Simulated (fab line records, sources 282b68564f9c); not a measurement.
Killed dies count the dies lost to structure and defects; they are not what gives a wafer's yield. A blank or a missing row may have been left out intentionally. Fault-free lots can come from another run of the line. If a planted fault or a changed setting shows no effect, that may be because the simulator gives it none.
fab line records -- flow rit-cmos -- part 2 of 2: steps 31 to 42 of 42
record: lots: 5, wafers: 15, last-day: 6
route steps=202 shown FOX1@22 FOX2@23 NWELL@28 PWELL@39 WELLDRIVE@50 NRETRO@53
lots that met no fault: taken from a fault-free run of the same line
start-h: hours from the record's first day to the start of the lot's first wafer shown -- wait-h: how many hours have passed since the lot's step before this one -- " identical to the entry in the row above -- L1.1+2: a single row standing in for several wafers -- - no value, or no start was given -- * or withheld: withheld -- < > ~ a bound
route shown NAME@n: names a module that has steps shown in the file, with the first one's number in the route -- usual: the fault-free wafers' mean and standard deviation -- same: alike in all rows -- chamber/n: place in a boat -- sites: each site's reading -- _std_site: their standard deviation -- _edge_site: inner sites' mean taken away from outer sites' mean -- radius-mm: for every site, how far away it sits from the centre of the wafer -- mask NAME#n: copy n -- behind: the tool/chamber that last shaped the wafer -- hold: what put the lot on hold/how long, in hours/how the hold closed -- device: the transistor (n, p or np) that didn't switch -- end of line: at the end of the route, the tests of the same wafers -- step lacking rows: just its recipe -- killed: at the first sort, the dies lost to defects and structure; wafer yield is something else -- map: the dies of a wafer, with x for killed, . for not killed, _ for no die there
set.NAME: the run value of the setting; set.NAME@STEP: its run value at that earlier step -- model.NAME: the simulator's own value behind a step, which no gauge read
lots at selected steps of the route; one table per step, one row per wafer
services: from which hour (start-h, from the record's first day; less than 0 if before it) a tool's chamber was out of use, for how many hours, and why
== steps ==
step: RIT_WELLDRIVE_RS_MEAS_02
recipe: thk-meas-gauge: four-point-probe
usual: PWELL_RS: 429.3/1.3
lot.wafer,tool,chamber,start-h,wait-h,PWELL_RS[ohm/sq]
L078.1,film-metro-02,-,48.60,0.1,430.0
L078.2,film-metro-02,-,48.60,0.1,430.8
L078.3,film-metro-02,-,48.60,0.1,429.4
L084.3,film-metro-02,-,79.44,0.1,429.6
L084.5,film-metro-02,-,79.44,0.1,430.7
L084.6,film-metro-02,-,79.44,0.1,430.5
L088.1,film-metro-04,-,98.60,0.1,430.4
L088.4,film-metro-04,-,98.60,0.1,428.7
L088.5,film-metro-04,-,98.60,0.1,430.0
L089.2,film-metro-02,-,103.55,0.1,432.7
L089.5,film-metro-02,-,103.55,0.1,431.4
L089.6,film-metro-02,-,103.55,0.1,432.0
L091.1,film-metro-03,-,113.72,0.1,429.5
L091.4,film-metro-03,-,113.72,0.1,429.2
L091.6,film-metro-03,-,113.72,0.1,429.4
step: RIT_NRETRO_HMDS_00
recipe: prime-time-s: 60, prime-temp-c: 140
usual: prime-temp-c: 140.02/0.14
lot.wafer,tool,chamber,start-h,wait-h,prime-temp-c
L078.1,litho-track-01,0,48.72,0.1,140.05
L078.2,litho-track-01,0,48.72,0.1,139.85
L078.3,litho-track-01,0,48.72,0.1,139.70
L084.3,litho-track-01,0,79.57,0.1,140.07
L084.5,litho-track-01,0,79.57,0.1,140.14
L084.6,litho-track-01,0,79.57,0.1,139.91
L088.1,litho-track-04,0,98.72,0.1,140.21
L088.4,litho-track-04,0,98.72,0.1,139.99
L088.5,litho-track-04,0,98.72,0.1,140.08
L089.2,litho-track-01,0,103.67,0.1,140.07
L089.5,litho-track-01,0,103.67,0.1,140.15
L089.6,litho-track-01,0,103.67,0.1,140.14
L091.1,litho-track-02,0,113.84,0.1,140.06
L091.4,litho-track-02,0,113.84,0.1,139.79
L091.6,litho-track-02,0,113.84,0.1,139.80
step: RIT_NRETRO_COAT_01
recipe: resist: NOVOLAK, spin-rpm: 2015, resist-thk-nm: 1300
usual: dispense-pressure-kPa: 49.9/0.57
lot.wafer,tool,chamber,start-h,wait-h,dispense-pressure-kPa
L078.1,litho-track-01,0,48.87,0.1,49.2
L078.2,litho-track-01,0,48.87,0.1,49.1
L078.3,litho-track-01,0,48.87,0.1,49.1
L084.3,litho-track-01,0,79.72,0.1,49.2
L084.5,litho-track-01,0,79.72,0.1,49.2
L084.6,litho-track-01,0,79.72,0.1,49.2
L088.1,litho-track-04,0,98.87,0.1,49.9
L088.4,litho-track-04,0,98.87,0.1,49.9
L088.5,litho-track-04,0,98.87,0.1,49.9
L089.2,litho-track-01,0,103.82,0.1,49.1
L089.5,litho-track-01,0,103.82,0.1,49.2
L089.6,litho-track-01,0,103.82,0.1,49.2
L091.1,litho-track-02,0,113.99,0.1,50.8
L091.4,litho-track-02,0,113.99,0.1,50.8
L091.6,litho-track-02,0,113.99,0.1,50.8
step: RIT_NRETRO_SOFTBAKE_02
recipe: resist: NOVOLAK, temp-c: 90, time-s: 60
lot.wafer,tool,chamber,start-h,wait-h
L078.1+2+3,litho-track-01,0,49.02,0.1
L084.3+5+6,litho-track-01,0,79.87,0.1
L088.1+4+5,litho-track-04,0,99.02,0.1
L089.2+5+6,litho-track-01,0,103.97,0.1
L091.1+4+6,litho-track-02,0,114.14,0.1
step: RIT_NRETRO_EXPOSE_03
recipe: mask-id: M4, na: 0.57, target-cd-nm: 43900, dose-mj: 250
lot.wafer,tool,chamber,start-h,wait-h,mask
L078.1+2+3,iline-stepper-01,0,49.29,0.2,M4#0
L084.3+5+6,iline-stepper-02,0,80.01,0.1,M4#0
L088.1+4+5,iline-stepper-01,0,99.30,0.2,M4#0
L089.2+5+6,iline-stepper-02,0,104.24,0.2,M4#0
L091.1+4+6,iline-stepper-01,0,114.29,0.1,M4#0
step: RIT_NRETRO_PEB_04
recipe: resist: NOVOLAK, temp-c: withheld, time-s: withheld
lot.wafer,tool,chamber,start-h,wait-h
L078.1+2+3,litho-track-01,0,49.41,0.1
L084.3+5+6,litho-track-02,0,80.13,0.1
L088.1+4+5,litho-track-01,0,99.41,0.1
L089.2+5+6,litho-track-01,0,104.36,0.1
L091.1+4+6,litho-track-04,0,114.41,0.1
step: RIT_NRETRO_DEVELOP_05
recipe: resist: NOVOLAK, develop-time-s: 68, dev-temp-c: 23
lot.wafer,tool,chamber,start-h,wait-h
L078.1+2+3,litho-track-01,0,-,-
L084.3+5+6,litho-track-02,0,-,-
L088.1+4+5,litho-track-01,0,-,-
L089.2+5+6,litho-track-01,0,-,-
L091.1+4+6,litho-track-04,0,-,-
step: RIT_NRETRO_OVL_MEAS_06
usual: NRETRO_OVL: 0.8/1.3
lot.wafer,tool,chamber,start-h,wait-h,NRETRO_OVL[nm]
L078.1,overlay-02,-,49.72,-,1.8
L078.2,overlay-02,-,49.72,-,1.8
L078.3,overlay-02,-,49.72,-,-1.1
L084.3,overlay-02,-,80.41,-,0.1
L084.5,overlay-02,-,80.41,-,1.0
L084.6,overlay-02,-,80.41,-,1.4
L088.1,overlay-01,-,99.73,-,1.2
L088.4,overlay-01,-,99.73,-,1.3
L088.5,overlay-01,-,99.73,-,1.3
L089.2,overlay-01,-,104.66,-,2.9
L089.5,overlay-01,-,104.66,-,0.8
L089.6,overlay-01,-,104.66,-,2.7
L091.1,overlay-02,-,114.72,-,-0.1
L091.4,overlay-02,-,114.72,-,1.4
L091.6,overlay-02,-,114.72,-,0.2
step: RIT_NRETRO_HARDBAKE_07
recipe: resist: NOVOLAK, temp-c: 140, time-s: 120
lot.wafer,tool,chamber,start-h,wait-h
L078.1+2+3,litho-track-01,0,49.76,0.0
L084.3+5+6,litho-track-04,0,80.52,0.1
L088.1+4+5,litho-track-01,0,99.76,0.0
L089.2+5+6,litho-track-01,0,104.73,0.1
L091.1+4+6,litho-track-04,0,114.76,0.0
step: RIT_NRETRO_IMPLANT_08
recipe: species: P, energy-kev: 70, dose-cm2: 1e+13, tilt-deg: 7
usual: dose-ions-cm2: 9.998e+12/1e+10, end-station-pressure-torr: 5.06e-06/2.6e-07
same: implant-ion-amu: 31
lot.wafer,tool,chamber,start-h,wait-h,dose-ions-cm2,end-station-pressure-torr
L078.1,implanter-03,0,50.01,0.2,9.993e+12,4.98e-06
L078.2,implanter-03,0,50.01,0.2,9.987e+12,5.38e-06
L078.3,implanter-03,0,50.01,0.2,9.999e+12,4.91e-06
L084.3,implanter-02,0,80.73,0.2,9.996e+12,4.78e-06
L084.5,implanter-02,0,80.73,0.2,1.0001e+13,5.45e-06
L084.6,implanter-02,0,80.73,0.2,1.0001e+13,4.93e-06
L088.1,implanter-03,0,100.01,0.2,1.0008e+13,5.26e-06
L088.4,implanter-03,0,100.01,0.2,1.001e+13,5.08e-06
L088.5,implanter-03,0,100.01,0.2,9.998e+12,5.06e-06
L089.2,implanter-04,0,104.96,0.2,1.0007e+13,4.99e-06
L089.5,implanter-04,0,104.96,0.2,1.0001e+13,4.82e-06
L089.6,implanter-04,0,104.96,0.2,9.995e+12,5.16e-06
L091.1,implanter-02,0,115.01,0.2,9.96e+12,4.98e-06
L091.4,implanter-02,0,115.01,0.2,9.971e+12,5.51e-06
L091.6,implanter-02,0,115.01,0.2,9.973e+12,5.11e-06
step: RIT_NRETRO_STRIP_09
recipe: chemistry: O2, time-s: 180, resist: NOVOLAK, platen-temp-c: withheld, power-w: 500, pressure-mtorr: 4000, o2-flow-sccm: 4000
usual: drypump-motor-current-A: 5.8/0.39, rf-refl-power-W: 7.0/0.59
lot.wafer,tool,chamber,start-h,wait-h,drypump-motor-current-A,rf-hours-counter-h,rf-refl-power-W
L078.1,plasma-asher-02,0,50.16,0.1,6.2,41,6.6
L078.2,plasma-asher-02,1,50.16,0.1,6.0,41,7.9
L078.3,plasma-asher-02,0,50.16,0.1,6.2,-,6.7
L084.3,plasma-asher-04,1,80.89,0.1,5.9,-,6.9
L084.5,plasma-asher-04,0,80.89,0.1,5.2,-,6.2
L084.6,plasma-asher-04,1,80.89,0.1,5.9,-,6.8
L088.1,plasma-asher-02,0,100.16,0.1,6.2,46,6.9
L088.4,plasma-asher-02,1,100.16,0.1,6.0,-,8.1
L088.5,plasma-asher-02,0,100.16,0.1,6.2,-,6.5
L089.2,plasma-asher-02,1,105.09,0.1,6.0,47,8.1
L089.5,plasma-asher-02,1,105.09,0.1,6.0,-,8.0
L089.6,plasma-asher-02,0,105.09,0.1,6.2,-,6.8
L091.1,plasma-asher-02,0,115.16,0.1,6.2,48,6.4
L091.4,plasma-asher-02,0,115.16,0.1,6.2,-,6.4
L091.6,plasma-asher-02,0,115.16,0.1,6.2,-,6.7
step: RIT_NRETRO_TW_MEAS_10
usual: NRETRO_TW: 1051/6.9
lot.wafer,tool,chamber,start-h,wait-h,NRETRO_TW
L078.1,film-metro-03,-,50.33,0.1,1058
L078.2,film-metro-03,-,50.33,0.1,1056
L078.3,film-metro-03,-,50.33,0.1,1052
L084.3,film-metro-03,-,81.03,0.1,1056
L084.5,film-metro-03,-,81.03,0.1,1046
L084.6,film-metro-03,-,81.03,0.1,1058
L088.1,film-metro-02,-,100.34,0.1,1058
L088.4,film-metro-02,-,100.34,0.1,1063
L088.5,film-metro-02,-,100.34,0.1,1061
L089.2,film-metro-01,-,105.27,0.1,1042
L089.5,film-metro-01,-,105.27,0.1,1042
L089.6,film-metro-01,-,105.27,0.1,1041
L091.1,film-metro-03,-,115.33,0.1,1055
L091.4,film-metro-03,-,115.33,0.1,1049
L091.6,film-metro-03,-,115.33,0.1,1053
== services ==
tool,chamber,start-h,hours,kind
wet-bench-04,-,13.18,5.0,repair
implanter-04,-,17.28,8.2,pm
implanter-01,-,27.57,4.9,pm
plasma-asher-04,-,29.74,2.5,repair
implanter-03,-,34.26,3.4,repair
iline-stepper-02,0,34.41,-,calibration
furnace-02,-,36.90,3.3,pm
wet-bench-03,-,48.20,10.9,repair
implanter-02,-,60.80,3.9,pm
furnace-04,-,62.15,3.7,pm
wet-bench-03,-,68.62,2.3,repair
iline-stepper-02,-,70.30,1.7,pm
iline-stepper-01,0,77.58,-,calibration
implanter-01,-,77.97,2.8,repair
plasma-asher-01,-,108.75,9.0,pm
plasma-asher-01,0,108.75,9.0,vent-cycle
plasma-asher-01,1,108.75,9.0,vent-cycle
iline-stepper-02,-,109.03,2.4,repair
furnace-02,-,111.06,5.1,pm
